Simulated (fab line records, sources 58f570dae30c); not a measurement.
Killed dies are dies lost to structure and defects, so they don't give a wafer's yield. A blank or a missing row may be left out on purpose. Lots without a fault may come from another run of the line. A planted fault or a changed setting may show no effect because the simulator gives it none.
A struck lot beside a sound one | flow berkeley_cmos170 | 44 steps out of a route of 331
Sound: wafers L325.3, L325.4, L325.5. Struck: wafers L332.1, L332.4, L332.5. The cause comes at the end.
At each step with rows: each side's tool, then ch and its chambers, then its first start. Under that, the readings that differ: sound wafers | struck wafers | difference of the means | sigmas: that difference in standard deviations of wafers without a fault.
alike: readings whose means differ by less than 2 such deviations, and words and numbers that are the same on both sides. not compared: withheld readings, readings that some wafer has no value for, bounds like >300 that may hide the same value, and numbers for which the record gives no deviation and whose values overlap.
The two part at a step that has a row with sigmas, a row that says differs or no value, or rows on one side only. Numbers that don't overlap but have no deviation are shown without sigmas and don't part them. A reading that every wafer of one side lacks parts them only if that side has two wafers or more.

first, 1 step without rows for these wafers: UCB170_PLDD_IMPLANT_09.
UCB170_PLDD_STRIP_10: strips in O2.
  sound on plasma_asher-02 ch 0,1, day 6 14:38; struck on plasma_asher-02 ch 0,1, day 8 04:39
  alike: drypump_motor_current_A, o2_flow_sccm, oes_product_au, strip_time_to_endpoint_s
  not compared: rf_hours_counter_h
UCB170_PLDD_TW_MEAS_11:
  sound on film_metro-01, day 6 14:43; struck on film_metro-02, day 8 04:45
  reading | sound         | struck         | difference | sigmas
  PLDD_TW | 997 1003 1007 | 1044 1041 1038 | +39        | +2
then, 7 steps without rows for these wafers: UCB170_PLDD_CLEAN_12 (cleans in SPM, time 600 s); UCB170_NLDD_HMDS_00 (prime time 60 s); UCB170_NLDD_COAT_01 (resist thk 900 nm); UCB170_NLDD_SOFTBAKE_02 (time 60 s); UCB170_NLDD_EXPOSE_03 (exposes mask NSELECT, target cd 1200 nm); UCB170_NLDD_PEB_04; UCB170_NLDD_DEVELOP_05 (develop time 45 s).
UCB170_NLDD_CD_MEAS_06: target cd 1200 nm.
  sound on cd_sem-01, day 6 16:43; struck on cd_sem-02, day 8 05:58
  alike: cd_nm
UCB170_NLDD_OVL_MEAS_07:
  sound on overlay-02, day 6 16:48; struck on overlay-01, day 8 06:05
  alike: NLDD_OVL
UCB170_NLDD_IMPLANT_08:
  sound on implanter-03 ch 0, day 6 16:53; struck on implanter-03 ch 0, day 8 06:07
  reading            | sound                         | struck                       | difference | sigmas
  dose_ions_cm2      | 5.003e+13 5.006e+13 5.014e+13 | 3.157e+13 3.158e+13 3.16e+13 | -1.849e+13 | -99 or more
  faraday_current_uA | 161.1 159.8 158.7             | 100.4 96.5 98.1              | -61.5      | -22
then, 1 step without rows for these wafers: UCB170_NLDD_IMPLANT_09.
UCB170_NLDD_STRIP_10: strips in O2.
  sound on plasma_asher-04 ch 0,1, day 6 17:10; struck on plasma_asher-04 ch 0,1, day 8 06:25
  alike: drypump_motor_current_A, o2_flow_sccm, oes_product_au, strip_time_to_endpoint_s
  not compared: rf_hours_counter_h
UCB170_NLDD_TW_MEAS_11:
  sound on film_metro-03, day 6 17:15; struck on film_metro-03, day 8 06:31
  reading | sound          | struck         | difference | sigmas
  NLDD_TW | 2234 2227 2217 | 2108 2110 2104 | -119       | -3
  not compared: hold
then, 1 step without rows for these wafers: UCB170_NLDD_CLEAN_12 (cleans in SPM, time 600 s).
UCB170_SPACER_CVD_00: deposits SiO2 from TEOS/O2, target thk 376 nm, time 47 s.
  sound on pecvd-03 ch 0,1,2, day 6 18:28; struck on pecvd-01 ch 0,2, day 8 06:45
  alike: heater_power_w
UCB170_SPACER_THK_MEAS_01:
  sound on film_metro-04, day 6 18:32; struck on film_metro-04, day 8 06:47
  alike: SPACER_TEOS_THK
then, 1 step without rows for these wafers: UCB170_SPACER_ANNEAL_02 (time 1800 s).
UCB170_SPACER_ETCHBACK_03: etches SiO2 in CHF3/CF4/Ar, stops on Si, target depth 376 nm, time 100 s.
  sound on rie_diel-01 ch 1,2,3, day 6 21:46; struck on rie_diel-03 ch 0,3, day 8 14:12
  alike: drypump_motor_current_A, oes_product_au, throttle_valve_pct
  not compared: rf_hours_counter_h
then, 6 steps without rows for these wafers: UCB170_PSD_HMDS_00 (prime time 60 s); UCB170_PSD_COAT_01 (resist thk 900 nm); UCB170_PSD_SOFTBAKE_02 (time 60 s); UCB170_PSD_EXPOSE_03 (exposes mask PSELECT MOD, target cd 1200 nm); UCB170_PSD_PEB_04; UCB170_PSD_DEVELOP_05 (develop time 45 s).
UCB170_PSD_CD_MEAS_06: target cd 1200 nm.
  sound on cd_sem-02, day 6 23:39; struck on cd_sem-01, day 8 15:27
  alike: cd_nm
UCB170_PSD_OVL_MEAS_07:
  sound on overlay-01, day 6 23:44; struck on overlay-01, day 8 15:34
  alike: PSD_OVL
then, 1 step without rows for these wafers: UCB170_PSD_IMPLANT_08.
UCB170_PSD_STRIP_09: strips in O2.
  sound on plasma_asher-04 ch 0,1, day 6 23:57; struck on plasma_asher-04 ch 0,1, day 8 15:45
  alike: drypump_motor_current_A, o2_flow_sccm, oes_product_au, strip_time_to_endpoint_s
  not compared: rf_hours_counter_h
UCB170_PSD_TW_MEAS_10:
  sound on film_metro-03, day 7 00:02; struck on film_metro-01, day 8 15:51
  alike: PSD_TW
then, 7 steps without rows for these wafers: UCB170_PSD_CLEAN_11 (cleans in SPM, time 600 s); UCB170_NSD_HMDS_00 (prime time 60 s); UCB170_NSD_COAT_01 (resist thk 900 nm); UCB170_NSD_SOFTBAKE_02 (time 60 s); UCB170_NSD_EXPOSE_03 (exposes mask NSELECT MOD, target cd 1200 nm); UCB170_NSD_PEB_04; UCB170_NSD_DEVELOP_05 (develop time 45 s).
UCB170_NSD_CD_MEAS_06: target cd 1200 nm.
  sound on cd_sem-01, day 7 02:20; struck on cd_sem-02, day 8 17:23
  alike: cd_nm
UCB170_NSD_OVL_MEAS_07:
  sound on overlay-01, day 7 02:25; struck on overlay-01, day 8 17:31
  alike: NSD_OVL
then, 1 step without rows for these wafers: UCB170_NSD_IMPLANT_08.
UCB170_SDANNEAL_RS_MEAS_05: measures by four-point-probe.
  sound on film_metro-01, day 7 04:14; struck on film_metro-01, day 8 22:55
  reading          | sound             | struck            | difference | sigmas
  NLDD_RS (ohm/sq) | 616.8 616.7 616.2 | 710.0 711.1 711.2 | +94.2      | +67
  not compared: hold
UCB170_M3_PROBE_99:
  the record has rows for the sound wafers here (prober-01, day 8 05:44) and none for the struck ones

WHERE THEY PART
First at UCB170_PLDD_TW_MEAS_11; last, within this record, at UCB170_M3_PROBE_99.

WHY: what the simulator had put in
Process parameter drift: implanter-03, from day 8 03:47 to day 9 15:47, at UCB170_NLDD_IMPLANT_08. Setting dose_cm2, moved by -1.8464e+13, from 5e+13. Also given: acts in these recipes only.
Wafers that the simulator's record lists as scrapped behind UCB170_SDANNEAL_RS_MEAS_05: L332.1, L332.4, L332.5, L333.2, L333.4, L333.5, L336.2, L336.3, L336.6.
